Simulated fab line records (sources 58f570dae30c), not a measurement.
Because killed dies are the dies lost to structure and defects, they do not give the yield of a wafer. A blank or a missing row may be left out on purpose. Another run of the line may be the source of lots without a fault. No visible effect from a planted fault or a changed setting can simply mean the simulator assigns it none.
Which tool did it?    flow berkeleyCmos170    Sampling: 7 lots, 21 wafers, 2 of 331 route steps

== WHAT EACH GAUGE READ, for each wafer ==
UCB170_V1_THK_MEAS_01.
lot   measured      on            V1_TEOS_THK (nm)
L231  day 8 00:47   filmMetro-02  1979 2032 1998
L233  day 8 22:29   filmMetro-02  2023 1975 2050
L235  day 8 22:30   filmMetro-01  1973 2010 2045
L238  day 9 17:50   filmMetro-02  1997 1991 2026
L247  day 10 21:17  filmMetro-01  1987 2002 2022
L250  day 11 08:20  filmMetro-02  2031 2064 2009
L251  day 11 23:02  filmMetro-01  1966 1980 1993

== WHAT TOOL EACH LOT RAN ON (gives the tool, then ch and the chambers of the sampled wafers, and finally the start) ==
lot   UCB170_V1_CVD_00
L231  pecvd-01 ch 1,2, day 8 00:38
L233  pecvd-01 ch 1,2, day 8 22:20
L235  pecvd-04 ch 0,1,2, day 8 22:20
L238  pecvd-01 ch 0,1,2, day 9 17:41
L247  pecvd-01 ch 0,2, day 10 21:08
L250  pecvd-04 ch 0,1,2, day 11 08:13
L251  pecvd-02 ch 1,2, day 11 22:52
- UCB170_V1_CVD_00: deposits SiO2 from TEOS/O2, target thk 2000 nm, time 250 s.

== THE ANSWER, worked out from the rows above alone ==
Rule: the lots themselves supply what counts as usual. Put in order of their means at a reading, lots are off if they are a third of the lots or fewer, leave a main group of 4 or more, and stand apart from it by a gap of 3 or more times the standard deviation of the main group's means; of several such gaps the widest counts. A main group whose means are all the same, to the digits that the tables above print for the reading, isn't used. A lot without any number at a reading at which 4 lots or more have one is off too. Any other lot the step has rows for is counted as sound.
None of the lots is off at any reading shown; this tells nothing.

== WHAT WAS PUT IN BY THE SIMULATOR ==
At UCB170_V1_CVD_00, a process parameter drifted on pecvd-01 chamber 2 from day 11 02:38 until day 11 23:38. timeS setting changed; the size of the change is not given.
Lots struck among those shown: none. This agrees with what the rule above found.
